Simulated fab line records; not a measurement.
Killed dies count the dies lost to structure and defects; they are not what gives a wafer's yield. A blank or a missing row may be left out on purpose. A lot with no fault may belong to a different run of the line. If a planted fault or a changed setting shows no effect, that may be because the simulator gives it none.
Which tool was responsible? :: flow berkeley cmos170 :: 13 lots with 39 wafers sampled at 6 steps, on a route of 331 steps

## WHAT EACH GAUGE READ, for each wafer
UCB170_NWELL_THK_MEAS_05.
lot: L601
measured: day 2 09:43
on: film metro-02
NWELL_NITRIDE_THK (nm): 230.5 230.9 229.8

lot: L602
measured: day 2 15:10
on: film metro-01
NWELL_NITRIDE_THK (nm): 224.7 227.2 226.3

lot: L603
measured: day 2 20:04
on: film metro-03
NWELL_NITRIDE_THK (nm): 223.9 224.6 224.5

lot: L614
measured: day 5 01:23
on: film metro-02
NWELL_NITRIDE_THK (nm): 256.7 256.4 255.5

lot: L616
measured: day 5 14:38
on: film metro-01
NWELL_NITRIDE_THK (nm): 224.1 225.0 225.2

lot: L617
measured: day 5 20:40
on: film metro-01
NWELL_NITRIDE_THK (nm): 227.8 226.2 226.4

lot: L618
measured: day 6 00:31
on: film metro-03
NWELL_NITRIDE_THK (nm): 225.1 227.4 227.8

lot: L619
measured: day 6 04:39
on: film metro-01
NWELL_NITRIDE_THK (nm): 226.5 225.5 221.9

lot: L620
measured: day 6 10:25
on: film metro-03
NWELL_NITRIDE_THK (nm): 226.6 228.0 227.3

lot: L621
measured: day 6 15:45
on: film metro-03
NWELL_NITRIDE_THK (nm): 228.1 230.5 229.4

lot: L622
measured: day 6 15:49
on: film metro-03
NWELL_NITRIDE_THK (nm): 228.8 226.4 229.0

lot: L623
measured: day 6 15:52
on: film metro-01
NWELL_NITRIDE_THK (nm): 228.6 229.8 231.1

lot: L624
measured: day 7 03:53
on: film metro-01
NWELL_NITRIDE_THK (nm): 229.2 228.0 227.0

UCB170_NWELL_OVL_MEAS_12.
lot: L601
measured: day 2 10:37
on: overlay-02
NWELL_OVL (nm): 0 -3 -6

lot: L602
measured: day 2 16:04
on: overlay-01
NWELL_OVL (nm): 8 -3 12

lot: L603
measured: day 2 22:05
on: overlay-02
NWELL_OVL (nm): 2 -4 4

lot: L614
measured: day 5 02:26
on: overlay-02
NWELL_OVL (nm): 9 3 0

lot: L616
measured: day 5 15:32
on: overlay-02
NWELL_OVL (nm): -10 -9 -6

lot: L617
measured: day 5 21:41
on: overlay-02
NWELL_OVL (nm): -6 -1 1

lot: L618
measured: day 6 01:52
on: overlay-02
NWELL_OVL (nm): -5 5 -5

lot: L619
measured: day 6 05:49
on: overlay-01
NWELL_OVL (nm): 4 5 2

lot: L620
measured: day 6 12:06
on: overlay-01
NWELL_OVL (nm): 2 2 3

lot: L621
measured: day 6 16:47
on: overlay-02
NWELL_OVL (nm): -1 -1 -3

lot: L622
measured: day 6 16:53
on: overlay-01
NWELL_OVL (nm): 2 2 4

lot: L623
measured: day 6 17:27
on: overlay-01
NWELL_OVL (nm): -1 5 -4

lot: L624
measured: day 7 05:00
on: overlay-01
NWELL_OVL (nm): -7 -5 -1

UCB170_PWELL_THK_MEAS_03.
lot: L601
measured: day 2 17:25
on: film metro-01
PWELL_OXIDE_THK (nm): 25.9 26.1 26.1

lot: L602
measured: day 3 01:29
on: film metro-04
PWELL_OXIDE_THK (nm): 26.1 26.3 26.5

lot: L603
measured: day 3 09:17
on: film metro-03
PWELL_OXIDE_THK (nm): 25.5 25.4 26.1

lot: L614
measured: day 5 12:59
on: film metro-01
PWELL_OXIDE_THK (nm): 26.4 26.5

lot: L616
measured: day 6 03:00
on: film metro-01
PWELL_OXIDE_THK (nm): 26.4 26.4 26.2

lot: L617
measured: day 6 06:58
on: film metro-03
PWELL_OXIDE_THK (nm): 25.6 26.0 25.7

lot: L618
measured: day 6 11:11
on: film metro-04
PWELL_OXIDE_THK (nm): 25.7 25.6 25.7

lot: L619
measured: day 6 15:07
on: film metro-04
PWELL_OXIDE_THK (nm): 26.5 26.0 26.5

lot: L620
measured: day 6 21:55
on: film metro-01
PWELL_OXIDE_THK (nm): 26.1 26.7 26.5

lot: L621
measured: day 7 04:11
on: film metro-03
PWELL_OXIDE_THK (nm): 26.0 26.5 26.0

lot: L622
measured: day 7 04:11
on: film metro-04
PWELL_OXIDE_THK (nm): 26.9 26.5 27.0

lot: L623
measured: day 7 04:12
on: film metro-01
PWELL_OXIDE_THK (nm): 25.9 25.5 26.2

lot: L624
measured: day 7 14:41
on: film metro-03
PWELL_OXIDE_THK (nm): 26.8 26.7 26.5

## WHAT TOOL EACH LOT RAN ON (gives the tool, then ch and the chambers of the sampled wafers, and finally the start)
lot: L601
UCB170_ZERO_STRIP_07: plasma asher-04 ch 0,1, day 1 21:09
UCB170_NWELL_CVD_04: lpcvd-02 ch 0, day 2 07:47
UCB170_NWELL_ETCH_13: rie diel-03 ch 0,1,2, day 2 10:39

lot: L602
UCB170_ZERO_STRIP_07: plasma asher-04 ch 0,1, day 2 01:26
UCB170_NWELL_CVD_04: lpcvd-02 ch 0, day 2 13:14
UCB170_NWELL_ETCH_13: rie diel-02 ch 1,2,3, day 2 16:06

lot: L603
UCB170_ZERO_STRIP_07: plasma asher-04 ch 0,1, day 2 06:39
UCB170_NWELL_CVD_04: lpcvd-02 ch 1, day 2 18:07
UCB170_NWELL_ETCH_13: rie diel-02 ch 0,2,3, day 2 22:07

lot: L614
UCB170_ZERO_STRIP_07: plasma asher-03 ch 0,1, day 4 12:25
UCB170_NWELL_CVD_04: lpcvd-01 ch 1, day 4 23:27
UCB170_NWELL_ETCH_13: rie diel-02 ch 2,3, day 5 02:28

lot: L616
UCB170_ZERO_STRIP_07: plasma asher-03 ch 0,1, day 5 00:46
UCB170_NWELL_CVD_04: lpcvd-01 ch 0, day 5 11:39
UCB170_NWELL_ETCH_13: rie diel-02 ch 0,2,3, day 5 15:35

lot: L617
UCB170_ZERO_STRIP_07: plasma asher-04 ch 0,1, day 5 05:22
UCB170_NWELL_CVD_04: lpcvd-02 ch 1, day 5 17:44
UCB170_NWELL_ETCH_13: rie diel-02 ch 0,2, day 5 21:43

lot: L618
UCB170_ZERO_STRIP_07: plasma asher-04 ch 0,1, day 5 12:13
UCB170_NWELL_CVD_04: lpcvd-02 ch 0, day 5 22:34
UCB170_NWELL_ETCH_13: rie diel-01 ch 0,2,3, day 6 01:53

lot: L619
UCB170_ZERO_STRIP_07: plasma asher-03 ch 0,1, day 5 16:23
UCB170_NWELL_CVD_04: lpcvd-02 ch 1, day 6 02:43
UCB170_NWELL_ETCH_13: rie diel-02 ch 0,2, day 6 05:50

lot: L620
UCB170_ZERO_STRIP_07: plasma asher-04 ch 0,1, day 5 22:31
UCB170_NWELL_CVD_04: lpcvd-02 ch 1, day 6 07:31
UCB170_NWELL_ETCH_13: rie diel-01 ch 1,2,3, day 6 12:08

lot: L621
UCB170_ZERO_STRIP_07: plasma asher-04 ch 0,1, day 6 04:16
UCB170_NWELL_CVD_04: lpcvd-02 ch 1, day 6 13:49
UCB170_NWELL_ETCH_13: rie diel-02 ch 0,2,3, day 6 16:49

lot: L622
UCB170_ZERO_STRIP_07: plasma asher-02 ch 0,1, day 6 04:31
UCB170_NWELL_CVD_04: lpcvd-02 ch 0, day 6 13:49
UCB170_NWELL_ETCH_13: rie diel-01 ch 0,2,3, day 6 16:56

lot: L623
UCB170_ZERO_STRIP_07: plasma asher-03 ch 0,1, day 6 04:49
UCB170_NWELL_CVD_04: lpcvd-02 ch 1, day 6 13:49
UCB170_NWELL_ETCH_13: rie diel-03 ch 0,1,2, day 6 17:28

lot: L624
UCB170_ZERO_STRIP_07: plasma asher-02 ch 1, day 6 14:30
UCB170_NWELL_CVD_04: lpcvd-02 ch 0, day 7 01:58
UCB170_NWELL_ETCH_13: rie diel-01 ch 1,3, day 7 05:02
- UCB170_ZERO_STRIP_07: strips in O2.
- UCB170_NWELL_CVD_04: deposits Si3N4 from SiH2Cl2/NH3, target thk 224 nm, time 3360 s.
- UCB170_NWELL_ETCH_13: etches Si3N4 in CH3F/Ar/O2, stops on SiO2, target depth 246.4 nm, time 154 s.

## AS READ BY THE TOOLS THEMSELVES (means over the sampled wafers that have a number; for cases with no such wafer, the mark the record gives instead)
UCB170_ZERO_STRIP_07.
lot: L601
tool: plasma asher-04
drypump motor current A (A): 5.9
oes product au (a.u.): 0.726
strip time to endpoint s (s): 21.48

lot: L602
tool: plasma asher-04
drypump motor current A (A): 6.1
oes product au (a.u.): 0.727
strip time to endpoint s (s): 21.37

lot: L603
tool: plasma asher-04
drypump motor current A (A): 5.9
oes product au (a.u.): 0.729
strip time to endpoint s (s): 21.49

lot: L614
tool: plasma asher-03
drypump motor current A (A): 5.9
oes product au (a.u.): 0.731
strip time to endpoint s (s): 21.51

lot: L616
tool: plasma asher-03
drypump motor current A (A): 6.0
oes product au (a.u.): 0.727
strip time to endpoint s (s): 21.55

lot: L617
tool: plasma asher-04
drypump motor current A (A): 5.9
oes product au (a.u.): 0.728
strip time to endpoint s (s): 21.47

lot: L618
tool: plasma asher-04
drypump motor current A (A): 5.9
oes product au (a.u.): 0.731
strip time to endpoint s (s): 21.51

lot: L619
tool: plasma asher-03
drypump motor current A (A): 5.7
oes product au (a.u.): 0.730
strip time to endpoint s (s): 21.47

lot: L620
tool: plasma asher-04
drypump motor current A (A): 5.9
oes product au (a.u.): 0.728
strip time to endpoint s (s): 21.56

lot: L621
tool: plasma asher-04
drypump motor current A (A): 6.1
oes product au (a.u.): 0.729
strip time to endpoint s (s): 21.57

lot: L622
tool: plasma asher-02
drypump motor current A (A): 5.1
oes product au (a.u.): 0.731
strip time to endpoint s (s): 21.55

lot: L623
tool: plasma asher-03
drypump motor current A (A): 5.7
oes product au (a.u.): 0.724
strip time to endpoint s (s): 21.48

lot: L624
tool: plasma asher-02
drypump motor current A (A): 5.1
oes product au (a.u.): 0.723
strip time to endpoint s (s): 21.46

UCB170_NWELL_CVD_04.
lot: L601
tool: lpcvd-02
sih2cl2 flow sccm (sccm): 25.03
zone power centre pct (%): 40.2

lot: L602
tool: lpcvd-02
sih2cl2 flow sccm (sccm): 24.95
zone power centre pct (%): 41.0

lot: L603
tool: lpcvd-02
sih2cl2 flow sccm (sccm): 24.96
zone power centre pct (%): 37.6

lot: L614
tool: lpcvd-01
sih2cl2 flow sccm (sccm): 37.47
zone power centre pct (%): 36.1

lot: L616
tool: lpcvd-01
sih2cl2 flow sccm (sccm): 24.98
zone power centre pct (%): 35.1

lot: L617
tool: lpcvd-02
sih2cl2 flow sccm (sccm): 25.04
zone power centre pct (%): 37.3

lot: L618
tool: lpcvd-02
sih2cl2 flow sccm (sccm): 24.98
zone power centre pct (%): 40.5

lot: L619
tool: lpcvd-02
sih2cl2 flow sccm (sccm): 24.92
zone power centre pct (%): 36.9

lot: L620
tool: lpcvd-02
sih2cl2 flow sccm (sccm): 24.97
zone power centre pct (%): 37.3

lot: L621
tool: lpcvd-02
sih2cl2 flow sccm (sccm): 25.05
zone power centre pct (%): 37.8

lot: L622
tool: lpcvd-02
sih2cl2 flow sccm (sccm): 24.94
zone power centre pct (%): 40.1

lot: L623
tool: lpcvd-02
sih2cl2 flow sccm (sccm): 25.05
zone power centre pct (%): 37.3

lot: L624
tool: lpcvd-02
sih2cl2 flow sccm (sccm): 25.11
zone power centre pct (%): 40.4

UCB170_NWELL_ETCH_13.
lot: L601
tool: rie diel-03
O2_flow_sccm (sccm): 6.993
drypump motor current A (A): 6.3
oes product au (a.u.): 0.954
rf fwd power W (W): 446.1
throttle valve pct (%): 8.09

lot: L602
tool: rie diel-02
O2_flow_sccm (sccm): 7.005
drypump motor current A (A): 5.1
oes product au (a.u.): 0.951
rf fwd power W (W): 446.9
throttle valve pct (%): 8.06

lot: L603
tool: rie diel-02
O2_flow_sccm (sccm): 6.987
drypump motor current A (A): 5.2
oes product au (a.u.): 0.938
rf fwd power W (W): 447.8
throttle valve pct (%): 8.02

lot: L614
tool: rie diel-02
O2_flow_sccm (sccm): 6.995
drypump motor current A (A): 5.3
oes product au (a.u.): 1.002
rf fwd power W (W): 448.8
throttle valve pct (%): 8.01

lot: L616
tool: rie diel-02
O2_flow_sccm (sccm): 7.002
drypump motor current A (A): 5.2
oes product au (a.u.): 0.940
rf fwd power W (W): 447.6
throttle valve pct (%): 8.01

lot: L617
tool: rie diel-02
O2_flow_sccm (sccm): 6.999
drypump motor current A (A): 5.2
oes product au (a.u.): 0.934
rf fwd power W (W): 448.2
throttle valve pct (%): 8.02

lot: L618
tool: rie diel-01
O2_flow_sccm (sccm): 7.008
drypump motor current A (A): 6.2
oes product au (a.u.): 0.952
rf fwd power W (W): 448.4
throttle valve pct (%): 8.12

lot: L619
tool: rie diel-02
O2_flow_sccm (sccm): 6.996
drypump motor current A (A): 5.1
oes product au (a.u.): 0.928
rf fwd power W (W): 447.8
throttle valve pct (%): 8.01

lot: L620
tool: rie diel-01
O2_flow_sccm (sccm): 7.011
drypump motor current A (A): 6.0
oes product au (a.u.): 0.964
rf fwd power W (W): 447.9
throttle valve pct (%): 8.17

lot: L621
tool: rie diel-02
O2_flow_sccm (sccm): 7.013
drypump motor current A (A): 5.2
oes product au (a.u.): 0.954
rf fwd power W (W): 448.5
throttle valve pct (%): 8.01

lot: L622
tool: rie diel-01
O2_flow_sccm (sccm): 7.014
drypump motor current A (A): 6.1
oes product au (a.u.): 0.955
rf fwd power W (W): 447.9
throttle valve pct (%): 8.12

lot: L623
tool: rie diel-03
O2_flow_sccm (sccm): 7.008
drypump motor current A (A): 6.3
oes product au (a.u.): 0.954
rf fwd power W (W): 449.8
throttle valve pct (%): 8.08

lot: L624
tool: rie diel-01
O2_flow_sccm (sccm): 7.006
drypump motor current A (A): 5.6
oes product au (a.u.): 0.963
rf fwd power W (W): 447.8
throttle valve pct (%): 8.19

## THE ANSWER, worked out from the rows above alone
Rule: the lots themselves supply what counts as usual. Put in order of their means at a reading, lots are off if they are a third of the lots or fewer, leave a main group of 4 or more, and stand apart from it by a gap of 3 or more times the standard deviation of the main group's means; of several such gaps the widest counts. A main group is skipped when, at the precision printed for the reading in the tables above, its means are all equal. A lot without any number at a reading at which 4 lots or more have one is off too. All remaining lots with rows at the step are treated as sound. The gauges are gone through in route order, then the tools' own readings, and for those a lot's mean is taken as printed above. At the first step where some lot is off, the reading lying furthest off is the one used; lots without a number count as furthest.
Off: at UCB170_NWELL_THK_MEAS_05 (NWELL_NITRIDE_THK), L614. For the main group the mean is 227.2 nm and the standard deviation 1.9.
If a tool, at a process step before that reading, ran all the lots that are off and no sound lot after the first of them, it fits. Not tried: the gauges at UCB170_NWELL_THK_MEAS_05; whatever is off there is also off at UCB170_NWELL_CVD_04, on other tools, and gauge error can't account for it. No candidate that was tried fits.

## WHAT HAD BEEN PUT IN BY THE SIMULATOR
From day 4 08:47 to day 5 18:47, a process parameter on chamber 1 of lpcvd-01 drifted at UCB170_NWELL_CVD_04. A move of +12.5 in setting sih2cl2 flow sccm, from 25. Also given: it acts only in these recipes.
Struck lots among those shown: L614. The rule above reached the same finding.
